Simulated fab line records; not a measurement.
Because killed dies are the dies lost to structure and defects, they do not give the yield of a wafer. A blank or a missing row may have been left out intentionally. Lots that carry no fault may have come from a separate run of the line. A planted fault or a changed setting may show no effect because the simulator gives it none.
fab line records	flow rit-cmos
[record] lots = 14	wafers = 42	last-day = 7
route steps=202 shown NSD@133 M1@202
lots that met no fault: from a run of the same line without faults
start-h: start of the lot's first displayed wafer, in hours after the record's first day	wait-h: how many hours have passed since the lot's step before this one	" unchanged from the row above	L1.1+2: a single row standing in for several wafers	- no value, or no start given	* or withheld: withheld	< > ~ a bound
route shown NAME@n: NAME is a module with steps in the file, n the number in the route of the first one	usual: mean/standard deviation taken from wafers without a fault	same: alike in all rows	chamber/n: place in a boat	sites: the reading at each site	_std_site: the standard deviation of these	_edge_site: mean of outer sites minus mean of inner sites	radius-mm: how far each site lies from the wafer's centre	mask NAME#n: copy n	behind: the last tool/chamber to shape the wafer	hold: reason for holding the lot/hours on hold/outcome of the hold	device: names the non-switching transistor (n, p or np)	end of line: the tests these same wafers got at the end of their route	a step given without rows: its recipe and nothing more	killed: dies lost to structure and defects at the first sort, not the wafer's yield	map: a wafer's dies, marking killed ones x, the rest . and places with no die _
set.NAME: the setting as run; set.NAME@STEP: as run at that earlier step	model.NAME: the simulator's own value behind a step, which no gauge read
route steps across a sampled set of lots; one table per step, one row per wafer
[[steps]]
[step RIT_NSD_SOFTBAKE_02]
[recipe] resist = NOVOLAK	temp-c = 90	time-s = 60
[usual] heater-power-total-W = 34.57/0.048	plate-temp-C = 89.98/0.12
lot.wafer	tool	chamber	start-h	wait-h	heater-power-total-W	plate-temp-C
L763.4	litho-track-01	0	54.13	0.1	34.63	89.90
L763.5	"	0	"	"	34.59	89.93
L763.6	"	0	"	"	34.52	89.92
L764.2	litho-track-01	0	59.76	0.1	34.60	89.99
L764.5	"	0	"	"	34.59	90.22
L764.6	"	0	"	"	34.63	90.07
L765.1	litho-track-03	0	63.10	0.1	34.62	89.90
L765.2	"	0	"	"	34.54	90.03
L765.4	"	0	"	"	34.58	89.97
L766.3	litho-track-04	0	63.26	0.1	34.58	89.91
L766.4	"	0	"	"	34.58	89.96
L766.6	"	0	"	"	34.62	90.06
L772.2	litho-track-03	0	99.24	0.1	34.54	90.14
L772.5	"	0	"	"	34.59	89.85
L772.6	"	0	"	"	34.59	89.86
L773.1	litho-track-03	0	102.26	0.1	34.57	90.19
L773.3	"	0	"	"	34.47	89.92
L773.4	"	0	"	"	34.56	89.99
L774.2	litho-track-04	0	108.23	0.1	33.73	88.58
L774.4	"	0	"	"	33.74	88.17
L774.6	"	0	"	"	33.76	88.44
L777.3	litho-track-04	0	121.84	0.1	33.70	88.44
L777.4	"	0	"	"	33.72	88.38
L777.5	"	0	"	"	33.70	88.34
L778.2	litho-track-03	0	126.72	0.1	34.55	89.99
L778.3	"	0	"	"	34.53	89.96
L778.4	"	0	"	"	34.50	90.08
L779.1	litho-track-03	0	132.77	0.1	34.58	89.99
L779.2	"	0	"	"	34.53	90.28
L779.6	"	0	"	"	34.60	90.08
L780.1	litho-track-03	0	133.48	0.1	34.53	90.12
L780.2	"	0	"	"	34.59	90.30
L780.5	"	0	"	"	34.47	90.27
L781.2	litho-track-03	0	141.32	0.1	34.62	89.99
L781.4	"	0	"	"	34.65	89.94
L781.6	"	0	"	"	34.56	89.89
L782.2	litho-track-03	0	148.16	0.1	34.50	89.88
L782.4	"	0	"	"	34.65	90.12
L782.6	"	0	"	"	34.53	89.93
L786.1	litho-track-03	0	166.72	0.1	34.54	90.08
L786.3	"	0	"	"	34.61	90.01
L786.4	"	0	"	"	34.52	89.90
[step RIT_M1_PROBE_99]
[usual] killed_at_M0_to_M3 = 0.0/0.12	killed-at-contacts = 0.1/0.27	killed-at-front-end = 7/3.1	killed-dies = 7/3.1	killed-on-rim = 1.8/1.5	killed-open = 3.3/2.1	killed-short = 3.5/2
[same] gross-dies = 264	killed_at_M4_up = 0	killed-at-back-side = 0	killed-at-other = 0
lot.wafer	tool	chamber	start-h	wait-h	killed_at_M0_to_M3	killed-at-contacts	killed-at-front-end	killed-dies	killed-on-rim	killed-open	killed-short
L763.4	prober-02	-	65.09	0.2	0	0	7	7	0	3	4
L763.5	prober-02	-	65.14	0.2	0	0	8	8	3	5	3
L763.6	prober-02	-	65.19	0.2	0	0	10	10	3	5	5
L764.2	prober-01	-	70.90	0.1	0	1	5	6	0	3	3
L764.5	prober-01	-	71.05	0.2	0	0	8	8	1	5	3
L764.6	prober-01	-	71.10	0.2	0	0	6	6	1	4	2
L765.1	prober-02	-	74.29	0.1	0	0	11	11	4	5	6
L765.2	prober-02	-	74.34	0.1	0	0	7	7	1	3	4
L765.4	prober-02	-	74.44	0.2	1	0	4	5	0	4	1
L766.3	prober-01	-	75.89	0.2	0	0	5	5	0	2	3
L766.4	prober-01	-	75.94	0.2	0	0	10	10	3	6	4
L766.6	prober-01	-	76.04	0.2	0	0	6	6	2	4	2
L772.2	prober-01	-	110.14	0.1	0	0	7	7	2	1	6
L772.5	prober-01	-	110.29	0.2	0	0	12	12	5	8	4
L772.6	prober-01	-	110.34	0.2	0	0	8	8	1	3	5
L773.1	prober-02	-	113.07	0.1	0	0	5	5	2	2	2
L773.3	prober-02	-	113.17	0.2	0	0	3	3	0	2	1
L773.4	prober-02	-	113.22	0.2	0	0	4	4	2	1	3
L774.2	prober-01	-	119.23	0.1	0	0	6	6	1	1	5
L774.4	prober-01	-	119.33	0.2	0	0	13	13	6	7	6
L774.6	prober-01	-	119.43	0.2	0	0	6	6	1	4	2
L777.3	prober-02	-	132.37	0.2	0	0	6	6	1	3	3
L777.4	prober-02	-	132.42	0.2	0	0	9	9	2	4	5
L777.5	prober-02	-	132.47	0.2	0	1	10	11	4	5	6
L778.2	prober-01	-	137.34	0.1	0	0	6	6	0	3	3
L778.3	prober-01	-	137.39	0.2	0	0	8	8	3	4	4
L778.4	prober-01	-	137.44	0.2	0	0	9	9	3	6	3
L779.1	prober-02	-	143.23	0.1	0	0	8	8	2	3	5
L779.2	prober-02	-	143.28	0.1	0	0	9	9	3	2	7
L779.6	prober-02	-	143.48	0.2	0	0	5	5	1	4	1
L780.1	prober-01	-	144.73	0.1	0	0	7	7	3	5	2
L780.2	prober-01	-	144.78	0.1	0	0	7	7	1	3	4
L780.5	prober-01	-	144.93	0.2	0	0	8	8	3	2	6
L781.2	prober-02	-	152.14	0.1	0	0	10	10	3	6	4
L781.4	prober-02	-	152.24	0.2	0	0	7	7	1	4	3
L781.6	prober-02	-	152.34	0.2	0	0	7	7	4	4	3
L782.2	prober-01	-	159.14	0.1	0	0	6	6	1	4	2
L782.4	prober-01	-	159.24	0.2	0	0	3	3	0	1	2
L782.6	prober-01	-	159.34	0.2	0	0	7	7	3	4	3
L786.1	prober-02	-	177.49	0.1	0	0	6	6	2	4	2
L786.3	prober-02	-	177.59	0.2	0	0	4	4	0	3	1
L786.4	prober-02	-	177.64	0.2	0	0	10	10	4	3	7
// killed by level:class
L763.4 GATE:geometric-particle:short=4 SILICIDE:geometric-particle:open=2 REOX:geometric-particle:open=1
L763.5 GATE:geometric-particle:open=3 GATE:geometric-particle:short=2 SPACER:geometric-particle:open=2 FOX1:geometric-particle:short=1
L763.6 GATE:geometric-particle:open=4 GATE:geometric-particle:short=3 SPACER:geometric-particle:short=1 SILICIDE:geometric-particle:short=1 SILICIDE:geometric-particle:open=1
L764.2 FOX1:geometric-particle:short=1 FOX2:geometric-particle:open=1 GATE:geometric-particle:open=1 SILICIDE:geometric-particle:short=1 SILICIDE:geometric-particle:open=1 CONTACT:geometric-particle:short=1
L764.5 GATE:geometric-particle:open=4 GATE:geometric-particle:short=2 SILICIDE:geometric-particle:short=1 SILICIDE:geometric-particle:open=1
L764.6 SILICIDE:geometric-particle:open=2 SILICIDE:geometric-particle:short=1 GATE:geometric-particle:open=1 REOX:geometric-particle:short=1 SPACER:geometric-particle:open=1
L765.1 FOX1:geometric-particle:short=2 GATE:geometric-particle:short=2 GATE:geometric-particle:open=2 SPACER:geometric-particle:short=2 FOX1:geometric-particle:open=1 REOX:geometric-particle:open=1 SPACER:geometric-particle:open=1
L765.2 FOX1:geometric-particle:short=3 FOX1:geometric-particle:open=2 GATE:geometric-particle:open=1 SPACER:geometric-particle:short=1
L765.4 REOX:geometric-particle:open=3 GATE:geometric-particle:open=1 M1:geometric-particle:short=1
L766.3 FOX2:geometric-particle:short=1 GATE:geometric-particle:open=1 GATE:geometric-particle:short=1 SPACER:geometric-particle:open=1 SILICIDE:geometric-particle:short=1
L766.4 FOX2:geometric-particle:open=2 FOX2:geometric-particle:short=2 REOX:geometric-particle:open=2 FOX1:geometric-particle:short=1 GATE:geometric-particle:short=1 SPACER:geometric-particle:open=1 SILICIDE:geometric-particle:open=1
L766.6 FOX1:geometric-particle:open=1 FOX2:geometric-particle:open=1 GATE:geometric-particle:short=1 GATE:geometric-particle:open=1 REOX:geometric-particle:open=1 SPACER:geometric-particle:short=1
L772.2 FOX2:geometric-particle:short=2 GATE:geometric-particle:short=2 SPACER:geometric-particle:short=2 REOX:geometric-particle:open=1
L772.5 FOX2:geometric-particle:short=2 FOX2:geometric-particle:open=2 SILICIDE:geometric-particle:open=2 FOX1:geometric-particle:open=1 GATE:geometric-particle:open=1 REOX:geometric-particle:open=1 SPACER:geometric-particle:open=1 SPACER:geometric-particle:short=1
L772.6 REOX:geometric-particle:short=2 FOX2:geometric-particle:open=1 FOX2:geometric-particle:short=1 GATE:geometric-particle:open=1 GATE:geometric-particle:short=1 SPACER:geometric-particle:short=1 SILICIDE:geometric-particle:open=1
L773.1 FOX2:geometric-particle:open=1 GATE:geometric-particle:short=1 REOX:geometric-particle:short=1 SILICIDE:geometric-particle:open=1 NRETRO:coat-microbubble-printed=1
L773.3 FOX1:geometric-particle:short=1 REOX:geometric-particle:open=1 SILICIDE:geometric-particle:open=1
L773.4 GATE:geometric-particle:short=2 GATE:geometric-particle:open=1 SPACER:geometric-particle:short=1
L774.2 GATE:geometric-particle:short=2 FOX1:geometric-particle:short=1 FOX1:geometric-particle:open=1 REOX:geometric-particle:short=1 SILICIDE:geometric-particle:short=1
L774.4 GATE:geometric-particle:open=3 SPACER:geometric-particle:open=3 FOX2:geometric-particle:short=2 GATE:geometric-particle:short=2 SILICIDE:geometric-particle:short=2 SILICIDE:geometric-particle:open=1
L774.6 FOX1:geometric-particle:open=3 FOX1:geometric-particle:short=1 GATE:geometric-particle:short=1 SPACER:geometric-particle:open=1
L777.3 GATE:geometric-particle:open=2 FOX1:geometric-particle:short=1 FOX1:geometric-particle:open=1 GATE:geometric-particle:short=1 SPACER:geometric-particle:short=1
L777.4 FOX2:geometric-particle:short=2 GATE:geometric-particle:short=2 GATE:geometric-particle:open=2 SILICIDE:geometric-particle:open=2 FOX1:geometric-particle:short=1
L777.5 GATE:geometric-particle:open=2 GATE:geometric-particle:short=2 SILICIDE:geometric-particle:open=2 REOX:geometric-particle:short=1 REOX:geometric-particle:open=1 SPACER:geometric-particle:short=1 SILICIDE:geometric-particle:short=1 CONTACT:geometric-particle:short=1
L778.2 FOX2:geometric-particle:short=2 FOX1:geometric-particle:open=1 GATE:geometric-particle:short=1 GATE:geometric-particle:open=1 REOX:geometric-particle:open=1
L778.3 GATE:geometric-particle:short=2 FOX1:geometric-particle:short=1 FOX2:geometric-particle:open=1 GATE:geometric-particle:open=1 REOX:geometric-particle:short=1 REOX:geometric-particle:open=1 SILICIDE:geometric-particle:open=1
L778.4 GATE:geometric-particle:open=3 GATE:geometric-particle:short=2 FOX2:geometric-particle:open=1 REOX:geometric-particle:open=1 SILICIDE:geometric-particle:open=1 SILICIDE:geometric-particle:short=1
L779.1 GATE:geometric-particle:short=3 GATE:geometric-particle:open=2 FOX1:geometric-particle:open=1 SPACER:geometric-particle:short=1 SILICIDE:geometric-particle:short=1
L779.2 GATE:geometric-particle:short=2 REOX:geometric-particle:open=2 SPACER:geometric-particle:short=2 FOX1:geometric-particle:short=1 FOX2:geometric-particle:short=1 REOX:geometric-particle:short=1
L779.6 SPACER:geometric-particle:open=2 ACTIVE:geometric-particle:open=1 FOX1:geometric-particle:open=1 GATE:geometric-particle:short=1
L780.1 GATE:geometric-particle:open=3 FOX1:geometric-particle:short=1 FOX1:geometric-particle:open=1 FOX2:geometric-particle:short=1 FOX2:geometric-particle:open=1
L780.2 GATE:geometric-particle:short=4 FOX1:geometric-particle:open=2 GATE:geometric-particle:open=1
L780.5 GATE:geometric-particle:short=3 REOX:geometric-particle:short=3 GATE:geometric-particle:open=2
L781.2 FOX1:geometric-particle:short=2 GATE:geometric-particle:short=2 GATE:geometric-particle:open=2 SPACER:geometric-particle:open=2 FOX1:geometric-particle:open=1 FOX2:geometric-particle:open=1
L781.4 GATE:geometric-particle:open=3 GATE:geometric-particle:short=2 FOX2:geometric-particle:open=1 SILICIDE:geometric-particle:short=1
L781.6 GATE:geometric-particle:short=2 GATE:geometric-particle:open=2 FOX1:geometric-particle:short=1 REOX:geometric-particle:open=1 SPACER:geometric-particle:open=1
L782.2 FOX2:geometric-particle:open=2 FOX1:geometric-particle:open=1 FOX1:geometric-particle:short=1 REOX:geometric-particle:short=1 SILICIDE:geometric-particle:open=1
L782.4 GATE:geometric-particle:short=1 REOX:geometric-particle:open=1 SILICIDE:geometric-particle:short=1
L782.6 FOX1:geometric-particle:open=1 FOX1:geometric-particle:short=1 GATE:geometric-particle:open=1 REOX:geometric-particle:short=1 REOX:geometric-particle:open=1 SILICIDE:geometric-particle:open=1 SILICIDE:geometric-particle:short=1
L786.1 FOX2:geometric-particle:short=2 GATE:geometric-particle:open=2 FOX1:geometric-particle:open=1 SILICIDE:geometric-particle:open=1
L786.3 FOX1:geometric-particle:open=1 FOX2:geometric-particle:open=1 GATE:geometric-particle:short=1 REOX:geometric-particle:open=1
L786.4 GATE:geometric-particle:short=3 GATE:geometric-particle:open=2 SPACER:geometric-particle:short=2 FOX1:geometric-particle:short=1 SILICIDE:geometric-particle:short=1 SILICIDE:geometric-particle:open=1
[[key]]
[first-sign] step = RIT_NSD_SOFTBAKE_02	reading = heater-power-total-W	direction = down	sigmas = 18	usual = 34.57	struck = 33.72
[effect] step = RIT_NSD_SOFTBAKE_02	reading = plate-temp-C	direction = down	sigmas = 13	usual = *	struck = *
met-at RIT_NSD_SOFTBAKE_02
struck-lots L774,L777
tester-left-out L774,L777
onset-between 63.26 108.23
[fault] kind = process-parameter-drift	tool = litho-track-04	chamber = -	onset-h = 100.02	steps = RIT_NSD_SOFTBAKE_02	channel = temp-c	offset = *	shape = step	end-h = 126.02	acts-in = *	stated = *
// tester-left-out: of these lots the tester's yield and bins aren't shown, on N5 and GAA mostly nor the transistor test; their killed dies are dies lost to structure and defects alone, not to doping, threshold or leakage, so they don't give the yield
